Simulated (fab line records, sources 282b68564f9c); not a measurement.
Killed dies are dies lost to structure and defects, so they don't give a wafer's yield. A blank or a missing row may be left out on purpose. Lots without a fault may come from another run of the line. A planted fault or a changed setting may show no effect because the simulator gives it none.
One fault seen from 2 desks | flow rit_cmos | each desk has only its own numbers; what lay behind them comes last

THE METROLOGY DESK
What the gauges read, lot by lot, whatever tool the lot ran on: means of the sampled wafers that have a number. A lot is out of limits, marked OUT, if its mean lies more than 4 standard deviations from the usual mean; the brackets give that distance.
Columns: A = NSD_TW at RIT_NSD_TW_MEAS_10, usual 3127; B = NSD_RS at RIT_SDANNEAL_RS_MEAS_05, usual 84.41 ohm/sq
lot  | first seen here | A               | B
L818 | day 3 02:08     | 3162            | 84.55
L819 | day 3 06:18     | 3081            | 84.45
L820 | day 3 13:46     | 3111            | 84.41
L821 | day 3 19:53     | 3090            | 84.29
L822 | day 4 01:22     | 3149            | 84.20
L823 | day 4 03:17     | 3114            | 84.62
L824 | day 4 10:31     | 3156            | 84.02
L825 | day 4 15:45     | 3154            | 84.05
L827 | day 4 22:20     | 3126            | 83.69
L828 | day 5 06:57     | 3127            | 84.63
L829 | day 5 08:46     | 3239 (+4.3) OUT | 76.29 (-29) OUT
L832 | day 5 23:17     | 3177            | 76.38 (-29) OUT
L834 | day 6 10:08     | 3228            | 76.51 (-28) OUT
L837 | day 7 06:26     | 3135            | 84.33
L841 | day 8 04:32     | 3136            | 84.73
This desk's finding: out of limits on L829, L832, L834; first on L829, day 5 08:46 (NSD_TW at RIT_NSD_TW_MEAS_10). In limits: L818, L819, L820, L821, L822, L823, L824, L825, L827, L828, L837, L841.

THE TOOL OWNER'S DESK: implanter-03
The tool's own readings at RIT_NSD_IMPLANT_08: means of the sampled wafers that have a number, for each lot that ran on this tool. A lot is out of limits, marked OUT, if its mean lies more than 4 standard deviations from the usual mean; the brackets give that distance.
Columns: A = dose_ions_cm2 at RIT_NSD_IMPLANT_08, usual 9.998e+14; B = faraday_current_uA at RIT_NSD_IMPLANT_08, usual 3131
lot  | first seen here | A                           | B
L818 | day 3 01:50     | 9.987e+14                   | 3140
L820 | day 3 13:26     | 1.001e+15                   | 3189
L822 | day 4 01:03     | 1.001e+15                   | 3066
L823 | day 4 02:58     | 1.000e+15                   | 3117
L824 | day 4 10:12     | 9.999e+14                   | 3099
L825 | day 4 15:26     | 9.996e+14                   | 3079
L827 | day 4 22:02     | 1.000e+15                   | 3077
L829 | day 5 08:26     | 1.135e+15 (+99 or more) OUT | 3530 (+6.8) OUT
L832 | day 5 22:58     | 1.134e+15 (+99 or more) OUT | 3568 (+7.4) OUT
L834 | day 6 09:48     | 1.135e+15 (+99 or more) OUT | 3627 (+8.4) OUT
This desk's finding: out of limits on L829, L832, L834; first on L829, day 5 08:26 (dose_ions_cm2 at RIT_NSD_IMPLANT_08). In limits: L818, L820, L822, L823, L824, L825, L827.

PUT TOGETHER
The tool owner's desk could have raised an alarm at day 5 08:26, on L829, L832, L834.
The metrology desk could have raised an alarm at day 5 08:46, on L829, L832, L834.
Of the lots named, all ran RIT_NSD_IMPLANT_08 on implanter-03.

WHAT THE SIMULATOR HAD PUT IN
Process parameter drift: implanter-03, from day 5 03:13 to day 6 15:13, at RIT_NSD_IMPLANT_08. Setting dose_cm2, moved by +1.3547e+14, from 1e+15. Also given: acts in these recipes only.
Lots struck among those shown: L829, L832, L834.
Hours from the fault's start to each desk's first reading out of limits: the tool owner's desk, 5; the metrology desk, 6.
